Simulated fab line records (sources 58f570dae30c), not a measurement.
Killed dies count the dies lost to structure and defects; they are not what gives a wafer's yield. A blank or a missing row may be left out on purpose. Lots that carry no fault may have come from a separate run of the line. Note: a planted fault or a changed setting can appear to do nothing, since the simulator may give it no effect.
The tool behind it: which one? + flow berkeley-cmos170 + Sampling: 7 lots, 21 wafers, 2 of 331 route steps

WHAT THE GAUGES READ, wafer by wafer
UCB170_V1_BOW_MEAS_03.
| lot  | measured     | on            | V1_BOW (um) |
|------|--------------|---------------|-------------|
| L601 | day 8 08:37  | film-metro-03 | 25 15 27    |
| L605 | day 9 02:24  | film-metro-02 | 19 13 17    |
| L604 | day 9 05:04  | film-metro-01 | 27 18 14    |
| L607 | day 9 22:46  | film-metro-02 | 17 19 19    |
| L615 | day 11 17:37 | film-metro-01 | 24 25 24    |
| L619 | day 13 07:13 | film-metro-03 | 16 15 8     |
| L621 | day 13 17:19 | film-metro-01 | 24 11 23    |

EACH LOT AND THE TOOL THAT RAN IT (in order: tool; ch and the chambers of the sampled wafers; start)
| lot  | UCB170_CONTACT_ETCH_18             |
|------|------------------------------------|
| L601 | rie-diel-01 ch 0,2, day 8 03:00    |
| L605 | rie-diel-04 ch 0,2,3, day 8 22:00  |
| L604 | rie-diel-04 ch 0,1,2, day 8 23:00  |
| L607 | rie-diel-01 ch 1,2,3, day 9 17:00  |
| L615 | rie-diel-01 ch 0,2,3, day 11 13:00 |
| L619 | rie-diel-03 ch 1,3, day 12 22:00   |
| L621 | rie-diel-04 ch 1,3, day 13 11:00   |
- UCB170_CONTACT_ETCH_18: etches PSG in CHF3/CF4/Ar, stops on TiSi2, target depth 840 nm, time 195 s.

THE ANSWER, worked out from the rows above alone
Rule: the lots themselves supply what counts as usual. The widest of any qualifying gaps counts: lots, ordered by their means at a reading, are off when they make up no more than a third of the lots, leave a main group of 4 or more, and stand apart from it by 3 or more times the standard deviation of that group's means. A main group is skipped when, at the precision printed for the reading in the tables above, its means are all equal. Also off: a lot with no number at a reading for which 4 or more lots have one. The other lots that the step has rows for count as sound.
Nothing can be told from this: no lot is off at any reading shown.

WHAT THE SIMULATOR HAD INSERTED
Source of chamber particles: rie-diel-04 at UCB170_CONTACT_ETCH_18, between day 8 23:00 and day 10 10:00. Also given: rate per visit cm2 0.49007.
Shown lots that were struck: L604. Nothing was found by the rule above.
